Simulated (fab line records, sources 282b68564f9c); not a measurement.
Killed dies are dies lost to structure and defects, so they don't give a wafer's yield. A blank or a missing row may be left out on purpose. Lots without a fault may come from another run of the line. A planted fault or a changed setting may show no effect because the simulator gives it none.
fab line records | flow rit_cmos
record lots=5 wafers=15 last_day=6
route steps=202 shown PSD@157 NSD@158 PLDD@159 NLDD@160 SILICIDE@161
lots that met no fault: from a run of the same line without faults
start_h: hours from the record's first day to the start of the lot's first wafer shown | wait_h: hours since the lot's step before | " the same as in the row above | L1.1+2: a row that stands for several wafers | - no value, or no start given | * or withheld: withheld | < > ~ a bound
route shown NAME@n: a module of which the file shows steps, and the number in the route of the first | usual: mean/standard deviation of fault-free wafers | same: alike in all rows | chamber/n: place in a boat | sites: the reading at each site | _std_site: their standard deviation | _edge_site: outer sites' mean less inner sites' | radius_mm: how far each site lies from the wafer's centre | mask NAME#n: copy n | behind: the tool/chamber that last shaped the wafer | hold: why the lot was held/for how many hours/how that ended | device: the transistor (n, p or np) that didn't switch | end of line: the same wafers' tests at the end of the route | a step without rows: its recipe alone | killed: dies lost to structure and defects at the first sort, not the wafer's yield | map: a wafer's dies, x killed, . not, _ none there
set.NAME: the setting as run; set.NAME@STEP: as run at that earlier step | model.NAME: the simulator's own value behind a step, which no gauge read
lots at some steps of the route; a table a step, a row a wafer
services: from which hour (start_h, from the record's first day; less than 0 if before it) a tool's chamber was out of use, for how many hours, and why
## steps
# step RIT_SDANNEAL_RS_MEAS_04
# recipe thk_meas_gauge=four-point-probe
# usual PSD_RS=117.00/0.29
# columns lot.wafer tool chamber start_h wait_h PSD_RS[ohm/sq]
L075.1 film_metro-01 - 59.41 0.0 117.26
L075.5 " - " " 117.23
L075.6 " - " " 116.84
L082.4 film_metro-02 - 91.20 0.1 116.70
L082.5 " - " " 116.57
L082.6 " - " " 116.77
L084.1 film_metro-03 - 100.57 0.0 117.31
L084.2 " - " " 116.56
L084.5 " - " " 116.85
L091.1 film_metro-03 - 134.88 0.0 117.03
L091.3 " - " " 117.02
L091.6 " - " " 117.24
L092.2 film_metro-02 - 139.06 0.1 117.28
L092.4 " - " " 117.06
L092.5 " - " " 117.50
# step RIT_SDANNEAL_RS_MEAS_05
# recipe thk_meas_gauge=four-point-probe
# usual NSD_RS=84.47/0.3
# columns lot.wafer tool chamber start_h wait_h NSD_RS[ohm/sq]
L075.1 film_metro-01 - 59.53 0.1 84.34
L075.5 " - " " 84.38
L075.6 " - " " 84.37
L082.4 film_metro-02 - 91.32 0.1 84.47
L082.5 " - " " 84.68
L082.6 " - " " 84.89
L084.1 film_metro-03 - 100.69 0.1 84.75
L084.2 " - " " 84.92
L084.5 " - " " 84.98
L091.1 film_metro-03 - 135.00 0.1 84.38
L091.3 " - " " 84.52
L091.6 " - " " 84.33
L092.2 film_metro-02 - 139.18 0.1 84.47
L092.4 " - " " 84.34
L092.5 " - " " 84.52
# step RIT_SDANNEAL_RS_MEAS_06
# recipe thk_meas_gauge=four-point-probe
# usual PLDD_RS=178.5/0.47
# columns lot.wafer tool chamber start_h wait_h PLDD_RS[ohm/sq]
L075.1 film_metro-01 - 59.65 0.1 177.5
L075.5 " - " " 177.8
L075.6 " - " " 177.7
L082.4 film_metro-02 - 91.44 0.1 179.1
L082.5 " - " " 178.8
L082.6 " - " " 178.5
L084.1 film_metro-03 - 100.81 0.1 178.5
L084.2 " - " " 178.1
L084.5 " - " " 178.2
L091.1 film_metro-03 - 135.12 0.1 179.1
L091.3 " - " " 179.6
L091.6 " - " " 179.5
L092.2 film_metro-02 - 139.30 0.1 178.8
L092.4 " - " " 178.6
L092.5 " - " " 178.9
# step RIT_SDANNEAL_RS_MEAS_07
# recipe thk_meas_gauge=four-point-probe
# usual NLDD_RS=151.7/0.51
# columns lot.wafer tool chamber start_h wait_h NLDD_RS[ohm/sq]
L075.1 film_metro-01 - 59.77 0.1 151.4
L075.5 " - " " 150.3
L075.6 " - " " 151.1
L082.4 film_metro-02 - 91.56 0.1 152.1
L082.5 " - " " 152.4
L082.6 " - " " 152.1
L084.1 film_metro-03 - 100.93 0.1 151.5
L084.2 " - " " 151.2
L084.5 " - " " 151.4
L091.1 film_metro-03 - 135.24 0.1 151.6
L091.3 " - " " 151.2
L091.6 " - " " 151.7
L092.2 film_metro-02 - 139.42 0.1 151.8
L092.4 " - " " 152.4
L092.5 " - " " 151.9
# step RIT_SILICIDE_WET_ETCH_00
# recipe chemistry=BOE target=SiO2 target_depth_nm=14 time_s=15 dry=n2_spin dilution=10:1 temp_c=21.5
# columns lot.wafer tool chamber start_h wait_h
L075.1+5+6 wet_bench-01 3 59.89 0.1
L082.4+5+6 wet_bench-04 3 91.62 0.0
L084.1+2+5 wet_bench-03 0 101.05 0.1
L091.1+3+6 wet_bench-03 1 135.36 0.1
L092.2+4+5 wet_bench-04 0 139.52 0.1
# step RIT_SILICIDE_SPUTTER_01
# recipe material=Ti target_thk_nm=30 power_w=350 chamber_pressure_pa=0.667 gas=Ar time_s=231.4 substrate_temp_c=25
# usual throttle_valve_pct=30.3/0.8
# columns lot.wafer tool chamber start_h wait_h throttle_valve_pct
L075.1 pvd_sputter-04 - 59.91 0.0 29.7
L075.5 " - " " 29.8
L075.6 " - " " 30.2
L082.4 pvd_sputter-02 - 91.64 0.0 29.3
L082.5 " - " " 31.8
L082.6 " - " " 30.6
L084.1 pvd_sputter-02 - 101.06 0.0 29.2
L084.2 " - " " 30.5
L084.5 " - " " 29.0
L091.1 pvd_sputter-04 - 135.39 0.0 30.8
L091.3 " - " " 29.9
L091.6 " - " " 31.2
L092.2 pvd_sputter-03 - 139.53 0.0 29.8
L092.4 " - " " 29.2
L092.5 " - " " 29.2
# step RIT_SILICIDE_RS_MEAS_02
# recipe thk_meas_gauge=four-point-probe reads=Ti_of_SILICIDE_SPUTTER_01
# usual SILICIDE_TI_RS=50.4/0.84
# columns lot.wafer tool chamber start_h wait_h SILICIDE_TI_RS[ohm/sq]
L075.1 film_metro-02 - 60.06 0.1 50.5
L075.5 " - " " 50.2
L075.6 " - " " 50.3
L082.4 film_metro-03 - 91.85 0.1 49.8
L082.5 " - " " 49.6
L082.6 " - " " 49.8
L084.1 film_metro-02 - 101.21 0.1 49.6
L084.2 " - " " 49.6
L084.5 " - " " 49.5
L091.1 film_metro-04 - 135.54 0.1 51.7
L091.3 " - " " 51.8
L091.6 " - " " 53.1
L092.2 film_metro-04 - 139.70 0.1 51.7
L092.4 " - " " 51.9
L092.5 " - " " 51.8
# step RIT_SILICIDE_THK_MEAS_03
# recipe thk_meas_gauge=xrf reads=Ti_of_SILICIDE_SPUTTER_01
# usual SILICIDE_TI_THK=28.8/0.41
# columns lot.wafer tool chamber start_h wait_h SILICIDE_TI_THK[nm]
L075.1 film_metro-02 - 60.18 0.1 28.8
L075.5 " - " " 28.8
L075.6 " - " " 28.8
L082.4 film_metro-03 - 91.94 0.1 29.0
L082.5 " - " " 29.0
L082.6 " - " " 29.0
L084.1 film_metro-02 - 101.33 0.1 29.1
L084.2 " - " " 29.1
L084.5 " - " " 29.1
L091.1 film_metro-04 - 135.66 0.1 28.1
L091.3 " - " " 28.1
L091.6 " - " " 27.6
L092.2 film_metro-04 - 139.81 0.1 28.0
L092.4 " - " " 28.2
L092.5 " - " " 28.2
# step RIT_SILICIDE_RTA_04
# recipe temp_c=650 time_s=10 idle_temp_c=25 ramp_up_s=5 ramp_down_s=5 cool_to_c=25 ambient=N2
# usual chamber_o2_ppm=2.001/0.02 wafer_temp_C_max=652.6/0.57
# columns lot.wafer tool chamber start_h wait_h chamber_o2_ppm wafer_temp_C_max
L075.1 rtp_anneal-01 0 60.24 0.1 2.034 653.3
L075.5 " 0 " " 2.011 652.9
L075.6 " 0 " " 1.995 653.3
L082.4 rtp_anneal-02 0 92.00 0.1 1.986 651.9
L082.5 " 0 " " 1.990 651.6
L082.6 " 0 " " 2.021 652.8
L084.1 rtp_anneal-02 0 101.39 0.1 2.024 652.4
L084.2 " 0 " " 1.991 651.9
L084.5 " 0 " " 2.025 653.3
L091.1 rtp_anneal-01 0 135.72 0.1 1.982 653.4
L091.3 " 0 " " 2.018 653.0
L091.6 " 0 " " 1.984 652.9
L092.2 rtp_anneal-02 0 139.89 0.1 2.021 652.1
L092.4 " 0 " " 2.031 652.4
L092.5 " 0 " " 2.049 652.1
# step RIT_SILICIDE_WET_ETCH_05
# recipe chemistry=SPM target=Ti temp_c=90 time_s=120 dry=n2_spin
# columns lot.wafer tool chamber start_h wait_h
L075.1+5+6 wet_bench-03 0 60.30 0.1
L082.4+5+6 wet_bench-04 1 92.03 0.0
L084.1+2+5 wet_bench-04 0 101.46 0.1
L091.1+3+6 wet_bench-03 0 135.79 0.1
L092.2+4+5 wet_bench-04 2 140.00 0.1
## services
# columns tool chamber start_h hours kind
pvd_sputter-04 - 55.86 1.9 repair
pvd_sputter-03 - 59.59 4.2 repair
pvd_sputter-04 - 61.35 7.5 repair
pvd_sputter-04 - 104.57 3.6 repair
pvd_sputter-04 - 128.38 0.5 repair
pvd_sputter-03 - 133.94 4.4 repair
## key
fault none
